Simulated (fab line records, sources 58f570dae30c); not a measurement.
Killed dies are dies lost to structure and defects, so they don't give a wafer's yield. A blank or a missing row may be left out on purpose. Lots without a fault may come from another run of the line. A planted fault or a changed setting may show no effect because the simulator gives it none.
Which tool did it? | flow berkeley_cmos170 | 14 lots, 42 wafers sampled, at 1 step of a route of 331

WHAT THE GAUGES READ, wafer by wafer
The record holds no reading of a measuring or inspecting step that can be judged against a usual standard deviation.

WHICH TOOL RAN EACH LOT (tool, then ch and the chambers of the sampled wafers, then the start)
lot  | UCB170_GATE_ETCH_14
L253 | rie_diel-03 ch 0,1,2, day 6 21:38
L254 | rie_diel-02 ch 1,2,3, day 6 22:11
L257 | rie_diel-01 ch 1,2,3, day 7 08:58
L256 | rie_diel-02 ch 0,1, day 7 09:14
L255 | rie_diel-01 ch 0,1, day 7 09:19
L260 | rie_diel-02 ch 1,3, day 8 07:31
L259 | rie_diel-01 ch 1,2, day 8 07:44
L262 | rie_diel-01 ch 0,1,2, day 8 18:25
L264 | rie_diel-01 ch 0,1,3, day 9 18:08
L267 | rie_diel-02 ch 0,3, day 10 04:13
L272 | rie_diel-02 ch 0,1,2, day 10 22:29
L273 | rie_diel-02 ch 0,2,3, day 11 08:58
L271 | rie_diel-02 ch 0,1,2, day 11 09:05
L275 | rie_diel-03 ch 0,2,3, day 12 01:02
- UCB170_GATE_ETCH_14: etches BARC in N2/H2.

WHAT THE TOOLS THEMSELVES READ (means of the sampled wafers that have a number; where no wafer has one, the mark that the record gives instead)
UCB170_GATE_ETCH_14. Usual: chamber_pressure_mTorr 29.998 mTorr, standard deviation 0.028; drypump_motor_current_A 5.7 A, standard deviation 0.34; n2_flow_sccm 100.03 sccm, standard deviation 0.26; oes_product_au 1.006 a.u., standard deviation 0.02; throttle_valve_pct 13.32 %, standard deviation 0.17.
lot  | tool        | chamber_pressure_mTorr (mTorr) | drypump_motor_current_A (A) | n2_flow_sccm (sccm) | oes_product_au (a.u.) | throttle_valve_pct (%) | flag
L253 | rie_diel-03 | 30.019                         | 5.5                         | 100.02              | 1.006                 | 13.37                  |
L254 | rie_diel-02 | 29.998                         | 5.6                         | 100.15              | 0.993                 | 13.15                  |
L257 | rie_diel-01 | 29.995                         | 5.6                         | 99.75               | 1.024                 | 13.42                  |
L256 | rie_diel-02 | 30.010                         | 5.3                         | 99.96               | 0.975                 | 13.16                  |
L255 | rie_diel-01 | 29.985                         | 5.7                         | 100.14              | 1.038                 | 13.39                  |
L260 | rie_diel-02 | 29.997                         | 5.3                         | 100.05              | 0.986                 | 13.06                  |
L259 | rie_diel-01 | 30.004                         | 5.5                         | 99.96               | 1.032                 | 13.35                  |
L262 | rie_diel-01 | 30.000                         | 5.7                         | 99.96               | 0.774                 | 13.38                  | OFF
L264 | rie_diel-01 | 29.970                         | 5.8                         | 100.04              | 0.786                 | 13.45                  | OFF
L267 | rie_diel-02 | 30.004                         | 5.8                         | 100.15              | 0.980                 | 13.21                  |
L272 | rie_diel-02 | 29.996                         | 5.6                         | 100.14              | 0.990                 | 13.24                  |
L273 | rie_diel-02 | 29.997                         | 5.9                         | 99.97               | 0.988                 | 13.23                  |
L271 | rie_diel-02 | 29.979                         | 5.7                         | 100.08              | 0.989                 | 13.25                  |
L275 | rie_diel-03 | 29.981                         | 5.9                         | 100.12              | 1.002                 | 13.26                  |

THE ANSWER, worked out from the rows above alone
Rule: a lot is off if the mean of its wafers that have a number lies more than 3 standard deviations from the usual mean. A lot without any number at a reading at which 4 lots or more have one is off too. The other lots that the step has rows for count as sound. The gauges are gone through in route order, then the tools' own readings, and for those a lot's mean is taken as printed above. The first step at which some lot is off is used, and at that step the reading that is off furthest; a lot without a number counts as furthest.
Off: L262, L264, at UCB170_GATE_ETCH_14 (oes_product_au).
A tool fits if, at that step or a process step before it, it ran every lot that is off, and no sound lot after the first of them. One fits: rie_diel-01 at UCB170_GATE_ETCH_14. Its last sound lot is L259 (day 8 07:44), its first lot that is off L262 (day 8 18:25): a fault that began between those two fits.
The tool's own readings at UCB170_GATE_ETCH_14 bear it out: on the lots that are off they differ by more than 5 times the standard deviation of the sound lots' means. oes_product_au reads 0.780 a.u. there against 1.000 a.u. on the sound lots.

WHAT THE SIMULATOR HAD PUT IN
Process parameter drift: rie_diel-01, from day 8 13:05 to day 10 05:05, at UCB170_GATE_ETCH_14. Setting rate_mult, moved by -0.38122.
Lots struck among those shown: L262, L264. The rule above found the same.
